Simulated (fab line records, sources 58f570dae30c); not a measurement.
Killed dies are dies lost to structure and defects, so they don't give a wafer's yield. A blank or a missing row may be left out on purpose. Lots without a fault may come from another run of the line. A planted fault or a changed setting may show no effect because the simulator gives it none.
Which tool did it? | flow berkeley_cmos170 | 15 lots, 45 wafers sampled, at 4 steps of a route of 331

WHAT THE GAUGES READ, wafer by wafer
UCB170_START_BOW_MEAS_00. Usual: INCOMING_BOW 0 um, standard deviation 6.5.
lot  | measured    | on            | INCOMING_BOW (um) | flag
L666 | day 1 10:01 | film_metro-03 | -4 0 -1           |
L667 | day 1 15:04 | film_metro-01 | -8 4 -2           |
L668 | day 1 20:00 | film_metro-02 | 2 -3 2            |
L669 | day 2 01:00 | film_metro-01 | 6 3 -1            |
L670 | day 2 06:01 | film_metro-01 | 9 5 -1            |
L671 | day 2 11:00 | film_metro-01 | 9 -8 -1           |
L672 | day 2 16:00 | film_metro-02 | -7 -6 1           |
L673 | day 2 21:02 | film_metro-03 | -12 -2 -11        |
L674 | day 3 02:01 | film_metro-01 | 16 -4 2           |
L675 | day 3 07:01 | film_metro-02 | 5 -5 0            |
L676 | day 3 12:00 | film_metro-03 | -4 -5 8           |
L682 | day 4 18:00 | film_metro-01 | 5 -1 -4           |
L685 | day 5 09:00 | film_metro-01 | -11 -5 4          |
L688 | day 6 00:02 | film_metro-03 | -7 2 1            |
L689 | day 6 05:00 | film_metro-02 | 9 5 0             |

UCB170_PWELL_THK_MEAS_03. Usual: PWELL_OXIDE_THK 26.4 nm, standard deviation 0.59.
lot  | measured    | on            | PWELL_OXIDE_THK (nm) | flag
L666 | day 2 15:16 | film_metro-04 | 26.6 26.6 26.4       |
L667 | day 2 20:48 | film_metro-02 | 25.8 25.9 25.7       |
L668 | day 3 05:03 | film_metro-02 | 26.8 26.5 27.2       |
L669 | day 3 05:03 | film_metro-04 | 26.6 26.5 26.2       |
L670 | day 3 09:28 | film_metro-02 | 27.2 26.5 26.8       |
L671 | day 3 14:40 | film_metro-03 | 27.4 27.4 27.5       |
L672 | day 4 04:04 | film_metro-02 | 26.9 27.2 27.2       |
L673 | day 4 04:05 | film_metro-04 | 25.8 26.1 26.5       |
L674 | day 4 13:40 | film_metro-04 | 26.8 26.7 27.1       |
L675 | day 4 16:29 | film_metro-03 | 26.4 26.6 26.8       |
L676 | day 4 17:40 | film_metro-04 | 26.7 26.7 26.9       |
L682 | day 5 23:21 | film_metro-02 | 31.0 31.0 30.9       | OFF
L685 | day 6 15:27 | film_metro-02 | 29.4 29.9 29.4       | OFF
L688 | day 7 07:24 | film_metro-02 | 30.7 30.3 30.4       | OFF
L689 | day 7 07:23 | film_metro-04 | 25.1 25.1 25.5       |

UCB170_PLDD_CD_MEAS_06: target cd 1200 nm. Usual: cd_nm 1199.8 nm, standard deviation 1.6.
lot  | measured     | on        | cd_nm (nm)           | flag
L666 | day 5 19:40  | cd_sem-01 | 1200.9 1199.8 1200.3 |
L667 | day 5 20:38  | cd_sem-02 | 1200.2 1200.0 1200.8 |
L668 | day 6 14:09  | cd_sem-01 | 1199.9 1199.0 1197.6 |
L669 | day 6 14:20  | cd_sem-02 | 1202.2 1200.9 1201.2 |
L670 | day 6 14:04  | cd_sem-02 | 1202.0 1201.0 1201.7 |
L671 | day 7 05:46  | cd_sem-01 | 1201.1 1200.7 1201.2 |
L672 | day 7 13:18  | cd_sem-01 | 1199.5 1199.3 1200.2 |
L673 | day 7 13:11  | cd_sem-02 | 1197.3 1198.0 1197.4 |
L674 | day 7 22:56  | cd_sem-02 | 1200.3 1200.4 1200.8 |
L675 | day 8 04:13  | cd_sem-01 | 1197.0 1197.3 1197.0 |
L676 | day 8 09:56  | cd_sem-02 | 1202.6 1201.1 1202.8 |
L682 | day 10 04:02 | cd_sem-02 | 1198.7 1199.5 1199.1 |
L685 | day 10 03:46 | cd_sem-01 | 1197.8 1199.5 1199.7 |
L688 | day 11 00:17 | cd_sem-02 | 1201.2 1200.6 1199.5 |
L689 | day 10 23:34 | cd_sem-02 | 1198.7 1200.0 1199.1 |

WHICH TOOL RAN EACH LOT (tool, then ch and the chambers of the sampled wafers, then the start)
lot  | UCB170_ZERO_ETCH_06
L666 | rie_diel-01 ch 2,3, day 1 19:58
L667 | rie_diel-02 ch 0,2,3, day 1 23:32
L668 | rie_diel-02 ch 0,1, day 2 06:55
L669 | rie_diel-01 ch 0,2, day 2 10:05
L670 | rie_diel-01 ch 0,1, day 2 13:35
L671 | rie_diel-01 ch 2,3, day 2 20:58
L672 | rie_diel-01 ch 0,2,3, day 3 00:24
L673 | rie_diel-01 ch 1,2, day 3 07:01
L674 | rie_diel-02 ch 1,2,3, day 3 15:37
L675 | rie_diel-04 ch 0,2,3, day 3 17:25
L676 | rie_diel-02 ch 1,2,3, day 3 22:16
L682 | rie_diel-04 ch 0,1,2, day 5 04:29
L685 | rie_diel-02 ch 0,1, day 5 18:21
L688 | rie_diel-02 ch 0,2,3, day 6 14:52
L689 | rie_diel-01 ch 0,1,2, day 6 14:35
- UCB170_ZERO_ETCH_06: etches SiO2 in CHF3/CF4/Ar, time 12 s.

WHAT THE TOOLS THEMSELVES READ (means of the sampled wafers that have a number; where no wafer has one, the mark that the record gives instead)
UCB170_ZERO_ETCH_06. Usual: chamber_pressure_mTorr 100.01 mTorr, standard deviation 0.092; drypump_motor_current_A 5.6 A, standard deviation 0.5; mfc_ar_sccm 120.0 sccm, standard deviation 0.37; oes_product_au 0.614 a.u., standard deviation 0.0085; throttle_valve_pct 9.34 %, standard deviation 0.14.
lot  | tool        | chamber_pressure_mTorr (mTorr) | drypump_motor_current_A (A) | mfc_ar_sccm (sccm) | oes_product_au (a.u.) | throttle_valve_pct (%) | flag
L666 | rie_diel-01 | 100.02                         | 5.4                         | 119.6              | 0.617                 | 9.41                   |
L667 | rie_diel-02 | 99.94                          | 5.9                         | 120.3              | 0.615                 | 9.27                   |
L668 | rie_diel-02 | 100.07                         | 5.8                         | 119.9              | 0.618                 | 9.11                   |
L669 | rie_diel-01 | 100.00                         | 5.1                         | 120.4              | 0.615                 | 9.40                   |
L670 | rie_diel-01 | 99.97                          | 5.1                         | 120.3              | 0.607                 | 9.41                   |
L671 | rie_diel-01 | 99.98                          | 5.4                         | 120.0              | 0.622                 | 9.41                   |
L672 | rie_diel-01 | 100.01                         | 5.5                         | 120.5              | 0.617                 | 9.39                   |
L673 | rie_diel-01 | 100.07                         | 5.0                         | 120.2              | 0.617                 | 9.43                   |
L674 | rie_diel-02 | 100.02                         | 5.9                         | 120.0              | 0.611                 | 9.27                   |
L675 | rie_diel-04 | 100.04                         | 5.7                         | 120.2              | 0.609                 | 9.35                   |
L676 | rie_diel-02 | 99.91                          | 5.9                         | 120.0              | 0.615                 | 9.27                   |
L682 | rie_diel-04 | 100.00                         | 5.6                         | 120.3              | 0.616                 | 9.43                   |
L685 | rie_diel-02 | 99.97                          | 5.8                         | 119.8              | 0.614                 | 9.10                   |
L688 | rie_diel-02 | 99.96                          | 5.9                         | 119.8              | 0.616                 | 9.27                   |
L689 | rie_diel-01 | 100.03                         | 5.0                         | 119.9              | 0.610                 | 9.41                   |

THE ANSWER, worked out from the rows above alone
Rule: a lot is off if the mean of its wafers that have a number lies more than 3 standard deviations from the usual mean. A lot without any number at a reading at which 4 lots or more have one is off too. The other lots that the step has rows for count as sound. The gauges are gone through in route order, then the tools' own readings, and for those a lot's mean is taken as printed above. The first step at which some lot is off is used, and at that step the reading that is off furthest; a lot without a number counts as furthest.
Off: L682, L685, L688, at UCB170_PWELL_THK_MEAS_03 (PWELL_OXIDE_THK).
A tool fits if, at a process step before that reading, it ran every lot that is off, and no sound lot after the first of them. The gauges at UCB170_PWELL_THK_MEAS_03 are tried like those tools. One fits: film_metro-02 at UCB170_PWELL_THK_MEAS_03. Its last sound lot is L672 (day 4 04:04), its first lot that is off L682 (day 5 23:21): a fault that began between those two fits.

WHAT THE SIMULATOR HAD PUT IN
Metrology matching offset: film_metro-02, from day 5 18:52 on, at UCB170_PWELL_THK_MEAS_03. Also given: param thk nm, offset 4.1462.
Lots struck among those shown: L682, L685, L688. The rule above found the same.
